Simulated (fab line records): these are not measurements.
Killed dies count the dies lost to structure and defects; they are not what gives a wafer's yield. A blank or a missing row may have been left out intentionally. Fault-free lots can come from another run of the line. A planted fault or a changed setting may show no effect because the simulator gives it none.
Comparing a struck lot with a sound one | flow ritCmos | 15 steps out of a route of 202
Sound: wafers L742.1, L742.3, L742.6. The struck wafers were L749.2, L749.4, L749.6. The cause is given at the end.
At each step with rows: each side's tool, then ch and its chambers, then its first start. Under that, the readings that differ: sound wafers | struck wafers | difference of the means | sigmas: that difference in standard deviations of wafers without a fault.
alike: readings with means less than 2 such deviations apart, plus words and numbers identical on both sides. not compared: withheld readings, readings lacking a value on some wafer, bounds such as >300 that could conceal the same value, and numbers that have no deviation in the record and whose values overlap.
A row with sigmas, a row that says differs or no value, or rows on one side alone: a step with any of these is where the two part. Numbers that have no deviation but don't overlap get no sigmas and don't part them. Lack of a reading on every wafer of one side parts them only where that side has two or more wafers.

RIT_M1_RS_MEAS_01: a four-point-probe measurement.
  sound on filmMetro-01, day 3 09:49; struck on filmMetro-02, day 4 22:22
  alike: M1_AL_RS
RIT_M1_THK_MEAS_02: measures by xrf.
  sound on filmMetro-01, day 3 09:56; struck on filmMetro-02, day 4 22:28
  alike: M1_AL_THK
then, 6 steps without rows for these wafers: RIT_M1_HMDS_03 (prime time 60 s); RIT_M1_COAT_04 (resist thk 1300 nm); RIT_M1_SOFTBAKE_05 (time 60 s); RIT_M1_EXPOSE_06 (exposes mask M12, target cd 2600 nm); RIT_M1_PEB_07; RIT_M1_DEVELOP_08 (develop time 68 s).
RIT_M1_CD_MEAS_09: target cd 2600 nm.
  sound on cdSem-01, day 3 10:52; struck on cdSem-02, day 4 23:25
  alike: cdNm
RIT_M1_OVL_MEAS_10:
  sound on overlay-01, day 3 10:59; struck on overlay-01, day 4 23:32
  alike: M1_OVL
then, 1 step without rows for these wafers: RIT_M1_HARDBAKE_11 (time 120 s).
RIT_M1_METAL_ETCH_12: etches Al in Cl2/BCl3, stops on SiO2, time 165 s, target depth 600 nm.
  sound on rieMetal-01 ch 0,1, day 3 11:17; struck on rieMetal-01 ch 0,1, day 4 23:49
  alike: drypumpMotorCurrentA, oesProductAu, throttleValvePct
  not compared: rfHoursCounterH
RIT_M1_STRIP_13: strips in nmp, time 600 s.
  sound on wetBench-01 ch 0, day 3 11:26; struck on wetBench-03 ch 3, day 4 23:58
  no value came back on the struck wafers for bathGuardTempC (C), bathHeatDutyPct (%); on the sound wafers bathGuardTempC (C) reads 80.1 80.6 80.5
reading                                | sound | struck            | difference | sigmas
model.NOVOLAK_of_M1_COAT_04.thkNm (nm) | 0 0 0 | 820.3 808.8 807.1 | +812.1     | 
RIT_M1_STRIP_14: strips in O2, time 180 s.
  sound on plasmaAsher-04 ch 0,1, day 3 11:37; struck on plasmaAsher-03 ch 0,1, day 5 00:08
reading                  | sound       | struck      | difference | sigmas
drypumpMotorCurrentA (A) | 4.9 5.0 5.1 | 5.8 5.8 6.2 | +0.9       | +3
  alike: chamberPressureMTorr
  not compared: rfHoursCounterH
RIT_M1_PROBE_99:
  sound on prober-02, day 3 13:32; struck on prober-01, day 5 04:14
  alike: defectLimitedYield, killedAtContacts, killedAtFrontEnd, killedDies, killedOpen, killedShort, sort_bin_3_pad_short, sort_bin_5_function, sort_bin_6_memory, sortNPass, sortYieldPct

WHERE THEY PART
At RIT_M1_STRIP_13 first; at RIT_M1_STRIP_14 last (within this record only). Later steps at which nothing parts them and some readings are alike: RIT_M1_PROBE_99.

WHY: what had been put in by the simulator
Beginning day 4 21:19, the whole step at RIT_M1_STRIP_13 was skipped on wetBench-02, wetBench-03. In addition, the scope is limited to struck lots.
